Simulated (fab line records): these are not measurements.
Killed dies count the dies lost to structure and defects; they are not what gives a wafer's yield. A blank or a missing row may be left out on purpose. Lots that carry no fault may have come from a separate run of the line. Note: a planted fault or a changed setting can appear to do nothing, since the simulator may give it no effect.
Which tool did it?    flow berkeley cmos170    13 lots with 39 wafers sampled at 5 steps, on a route of 331 steps

## WHAT THE GAUGES SHOWED, per wafer
UCB170_NWELL_THK_MEAS_05.
lot   measured     on             NWELL_NITRIDE_THK (nm)
L872  day 2 13:04  film metro-01  223.3 225.4 224.9
L873  day 2 20:06  film metro-01  223.7 222.8 225.1
L874  day 3 03:18  film metro-03  221.8 222.9 221.8
L875  day 3 03:18  film metro-01  224.5 225.7 224.9
L876  day 3 10:51  film metro-01  224.8 224.6 223.6
L877  day 3 10:53  film metro-04  222.6 223.1 223.4
L879  day 4 04:49  film metro-03  224.8 225.5 225.5
L880  day 4 04:47  film metro-01  227.2 228.4 225.4
L885  day 5 00:04  film metro-03  238.7 236.7 237.0
L886  day 5 08:04  film metro-04  223.8 224.9 225.4
L887  day 5 17:53  film metro-03  227.0 227.3 227.8
L888  day 5 17:52  film metro-04  223.3 220.7 219.0
L889  day 6 03:50  film metro-01  224.7 227.3 225.1

UCB170_M3_THK_MEAS_03: measures by xrf.
lot   measured      on             M3_AL_THK (nm)
L872  day 9 02:25   film metro-02  906 907 905
L873  day 9 15:09   film metro-02  907 893 905
L874  day 9 14:52   film metro-04  924 912 919
L875  day 9 12:00   film metro-03  886 896 882
L876  day 10 07:49  film metro-03  902 890 893
L877  day 10 06:40  film metro-02  920 908 910
L879  day 10 15:54  film metro-02  898 911 908
L880  day 10 14:04  film metro-04  888 905 897
L885  day 11 16:48  film metro-04  904 888 904
L886  day 12 09:35  film metro-04  902 903 908
L887  day 12 18:26  film metro-02  905 899 903
L888  day 12 17:16  film metro-02  906 906 900
L889  day 12 18:56  film metro-02  860 862 863

## EACH LOT AND THE TOOL THAT RAN IT (in order: tool; ch and the chambers of the sampled wafers; start)
lot   UCB170_NWELL_CVD_04         UCB170_SDANNEAL_RTA_01            UCB170_V1_STRIP_15
L872  lpcvd-02 ch 0, day 2 11:08  rtp anneal-02 ch 0, day 8 07:24   plasma asher-03 ch 0,1, day 8 20:52
L873  lpcvd-02 ch 1, day 2 18:09  rtp anneal-01 ch 0, day 8 16:47   plasma asher-03 ch 0,1, day 9 08:53
L874  lpcvd-01 ch 1, day 3 00:24  rtp anneal-01 ch 0, day 8 17:12   plasma asher-02 ch 0,1, day 9 09:01
L875  lpcvd-01 ch 0, day 3 00:24  rtp anneal-02 ch 0, day 8 17:01   plasma asher-03 ch 0,1, day 9 05:26
L876  lpcvd-02 ch 0, day 3 08:55  rtp anneal-01 ch 0, day 9 11:05   plasma asher-02 ch 0,1, day 10 01:48
L877  lpcvd-02 ch 0, day 3 08:55  rtp anneal-02 ch 0, day 9 10:53   plasma asher-03 ch 0,1, day 10 00:36
L879  lpcvd-02 ch 1, day 4 02:52  rtp anneal-01 ch 0, day 9 20:21   plasma asher-01 ch 0,1, day 10 10:10
L880  lpcvd-02 ch 0, day 4 02:52  rtp anneal-02 ch 0, day 9 19:53   plasma asher-02 ch 0,1, day 10 07:38
L885  lpcvd-02 ch 0, day 4 22:07  rtp anneal-01 ch 0, day 10 21:18  plasma asher-01 ch 0,1, day 11 10:35
L886  lpcvd-01 ch 1, day 5 06:08  rtp anneal-01 ch 0, day 11 11:52  plasma asher-01 ch 0,1, day 12 01:17
L887  lpcvd-01 ch 0, day 5 14:58  rtp anneal-01 ch 0, day 11 22:09  plasma asher-02 ch 0,1, day 12 11:49
L888  lpcvd-01 ch 0, day 5 14:58  rtp anneal-02 ch 0, day 11 22:03  plasma asher-03 ch 0,1, day 12 11:10
L889  lpcvd-01 ch 0, day 6 00:56  rtp anneal-02 ch 0, day 11 21:53  plasma asher-03 ch 0, day 12 12:04
- UCB170_NWELL_CVD_04: deposits Si3N4 from SiH2Cl2/NH3, target thk 224 nm, time 3360 s.
- UCB170_SDANNEAL_RTA_01: time 5 s.
- UCB170_V1_STRIP_15: strips in O2.

## WHAT THE TOOLS THEMSELVES READ (means of the sampled wafers that have a number; where no wafer has one, the mark that the record gives instead)
UCB170_NWELL_CVD_04.
lot   tool      sih2cl2 flow sccm (sccm)  spike tc centre C (C)  spike tc load C (C)  spike tc source C (C)  susceptor temp C (C)
L872  lpcvd-02  24.95                     801.8                  820                  823.7                  800.1
L873  lpcvd-02  24.94                     803.4                  824                  825.3                  800.3
L874  lpcvd-01  25.08                     802.0                  829                  820.1                  800.2
L875  lpcvd-01  25.01                     801.8                  821                  824.5                  800.1
L876  lpcvd-02  24.99                     800.8                  820                  822.3                  799.9
L877  lpcvd-02  24.96                     801.7                  820                  823.9                  799.5
L879  lpcvd-02  24.94                     802.1                  825                  824.9                  799.8
L880  lpcvd-02  24.96                     801.4                  818                  823.7                  800.1
L885  lpcvd-02  29.90                     801.1                  819                  822.7                  800.1
L886  lpcvd-01  24.98                     801.4                  829                  821.5                  800.3
L887  lpcvd-01  24.92                     803.0                  820                  826.0                  800.1
L888  lpcvd-01  24.96                     802.6                  821                  825.5                  800.0
L889  lpcvd-01  25.04                     801.2                  822                  825.0                  799.8

UCB170_SDANNEAL_RTA_01.
lot   tool           lamp power pct (%)  wafer_temp_C_max
L872  rtp anneal-02  33                  1054.0
L873  rtp anneal-01  41                  1054.0
L874  rtp anneal-01  41                  1052.9
L875  rtp anneal-02  33                  1053.5
L876  rtp anneal-01  41                  1053.0
L877  rtp anneal-02  33                  1053.3
L879  rtp anneal-01  41                  1053.6
L880  rtp anneal-02  33                  1054.2
L885  rtp anneal-01  41                  1052.9
L886  rtp anneal-01  41                  1053.5
L887  rtp anneal-01  41                  1053.2
L888  rtp anneal-02  33                  1053.7
L889  rtp anneal-02  33                  1053.8

UCB170_V1_STRIP_15.
lot   tool             chamber pressure mTorr (mTorr)  drypump motor current A (A)  oes product au (a.u.)  strip time to endpoint s (s)
L872  plasma asher-03  3499                            5.4                          0.719                  15.38
L873  plasma asher-03  3499                            5.5                          0.726                  15.40
L874  plasma asher-02  3499                            5.7                          0.719                  15.34
L875  plasma asher-03  3501                            5.4                          0.722                  15.23
L876  plasma asher-02  3502                            5.5                          0.726                  15.42
L877  plasma asher-03  3499                            5.6                          0.721                  15.21
L879  plasma asher-01  3498                            5.3                          0.722                  15.23
L880  plasma asher-02  3504                            5.7                          0.716                  15.27
L885  plasma asher-01  3501                            5.3                          0.721                  15.38
L886  plasma asher-01  3500                            5.5                          0.722                  15.35
L887  plasma asher-02  3500                            5.5                          0.720                  15.36
L888  plasma asher-03  3500                            5.4                          0.720                  15.31
L889  plasma asher-03  3498                            5.7                          0.719                  15.33

## THE ANSWER, worked out from the rows above alone
Rule: what is usual is taken from the lots themselves. The widest of any qualifying gaps counts: lots, ordered by their means at a reading, are off when they make up no more than a third of the lots, leave a main group of 4 or more, and stand apart from it by 3 or more times the standard deviation of that group's means. Not used: any main group whose means are identical at the precision the tables above print for the reading. Also off: a lot with no number at a reading for which 4 or more lots have one. Where the step has rows for the other lots, those lots are counted as sound. Order of review: gauges by route order, followed by the tools' own readings, for which a lot's mean as printed above is used. The first step at which some lot is off is used, and at that step the reading that is off furthest; a lot without a number counts as furthest.
Off: L885, seen at UCB170_NWELL_THK_MEAS_05 (NWELL_NITRIDE_THK). Main group: mean 224.5 nm, sd 1.8.
A tool fits if, at a process step before that reading, it ran every lot that is off, and no sound lot after the first of them. Not tried: the gauges at UCB170_NWELL_THK_MEAS_05; whatever is off there is also off at UCB170_NWELL_CVD_04, on other tools, and gauge error can't account for it. One candidate fits, namely lpcvd-02 at UCB170_NWELL_CVD_04. Its last sound lot is L879 (day 4 02:52), its first lot that is off L885 (day 4 22:07): a fault that began between those two fits.
On the lots that are off, the tool's own readings at UCB170_NWELL_CVD_04 differ by more than 5 times the standard deviation of the sound lots' means, which bears it out; sih2cl2 flow sccm reads 29.90 sccm there versus 24.98 sccm on the sound lots.

## WHAT WAS PUT IN BY THE SIMULATOR
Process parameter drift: lpcvd-02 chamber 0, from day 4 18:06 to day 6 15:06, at UCB170_NWELL_CVD_04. The setting sih2cl2 flow sccm was moved by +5, starting from 25. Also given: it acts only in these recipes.
Shown lots that were struck: L885. The rule given above showed the same thing.
